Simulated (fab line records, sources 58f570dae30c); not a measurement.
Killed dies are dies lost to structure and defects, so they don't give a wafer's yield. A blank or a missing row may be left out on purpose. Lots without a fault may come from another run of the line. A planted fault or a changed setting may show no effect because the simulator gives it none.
A struck lot beside a sound one | flow berkeley_cmos170 | 18 steps out of a route of 331
Sound: wafers L713.2, L713.4, L713.6. Struck: wafers L722.1, L722.5, L722.6. The cause comes at the end.
At each step with rows: each side's tool, then ch and its chambers, then its first start. Under that, the readings that differ: sound wafers | struck wafers | difference of the means | sigmas: that difference in standard deviations of wafers without a fault.
alike: readings whose means differ by less than 2 such deviations, and words and numbers that are the same on both sides. not compared: withheld readings, readings that some wafer has no value for, bounds like >300 that may hide the same value, and numbers for which the record gives no deviation and whose values overlap.
The two part at a step that has a row with sigmas, a row that says differs or no value, or rows on one side only. Numbers that don't overlap but have no deviation are shown without sigmas and don't part them. A reading that every wafer of one side lacks parts them only if that side has two wafers or more.

first, 3 steps without rows for these wafers: UCB170_PSD_EXPOSE_03 (exposes mask PSELECT MOD, target cd 1200 nm); UCB170_PSD_PEB_04; UCB170_PSD_DEVELOP_05 (develop time 45 s).
UCB170_PSD_CD_MEAS_06: target cd 1200 nm.
  sound on cd_sem-02, day 7 21:05; struck on cd_sem-01, day 9 16:02
  alike: cd_nm
UCB170_PSD_OVL_MEAS_07:
  sound on overlay-01, day 7 21:12; struck on overlay-02, day 9 16:09
  alike: PSD_OVL
then, 1 step without rows for these wafers: UCB170_PSD_IMPLANT_08.
UCB170_PSD_STRIP_09: strips in O2.
  sound on plasma_asher-02 ch 1, day 7 21:23; struck on plasma_asher-01 ch 0,1, day 9 16:20
  alike: drypump_motor_current_A, o2_flow_sccm, oes_product_au, strip_time_to_endpoint_s
  not compared: rf_hours_counter_h
UCB170_PSD_TW_MEAS_10:
  sound on film_metro-03, day 7 21:29; struck on film_metro-01, day 9 16:26
  reading | sound          | struck         | difference | sigmas
  PSD_TW  | 2315 2311 2303 | 2373 2355 2341 | +47        | +2
then, 3 steps without rows for these wafers: UCB170_PSD_CLEAN_11 (cleans in SPM, time 600 s); UCB170_NSD_HMDS_00 (prime time 60 s); UCB170_NSD_COAT_01 (resist thk 900 nm).
UCB170_NSD_SOFTBAKE_02: time 62.12 s.
  sound on litho_track-04 ch 0, day 7 23:17; struck on litho_track-04 ch 0, day 9 17:12
  alike: plate_sensor_t_centre_C, plate_sensor_t_edge_C
UCB170_NSD_EXPOSE_03: exposes mask NSELECT MOD, target cd 1200 nm.
  sound on krf_scanner-01 ch 0, day 7 23:33; struck on krf_scanner-02 ch 0, day 9 17:30
  alike: mask, exposure_dose_mJ_cm2
then, 2 steps without rows for these wafers: UCB170_NSD_PEB_04; UCB170_NSD_DEVELOP_05 (develop time 45 s).
UCB170_NSD_CD_MEAS_06: target cd 1200 nm.
  sound on cd_sem-02, day 8 00:34; struck on cd_sem-02, day 9 19:02
  reading    | sound                | struck               | difference | sigmas
  cd_nm (nm) | 1202.5 1201.6 1202.8 | 1204.0 1212.0 1206.6 | +5.2       | +4
  not compared: hold
UCB170_NSD_OVL_MEAS_07:
  sound on overlay-01, day 8 00:40; struck on overlay-01, day 9 20:47
  reading | sound | struck                                                                     | difference                   | sigmas
  hold    | - - - | await_dispo/1.6h/release await_dispo/1.6h/release await_dispo/1.6h/release | no value on the sound wafers |
  alike: NSD_OVL
UCB170_M3_PROBE_99:
  the record has rows for the struck wafers here (prober-01, day 11 00:37) and none for the sound ones

WHERE THEY PART
First at UCB170_PSD_TW_MEAS_10; last, within this record, at UCB170_M3_PROBE_99.

WHY: what the simulator had put in
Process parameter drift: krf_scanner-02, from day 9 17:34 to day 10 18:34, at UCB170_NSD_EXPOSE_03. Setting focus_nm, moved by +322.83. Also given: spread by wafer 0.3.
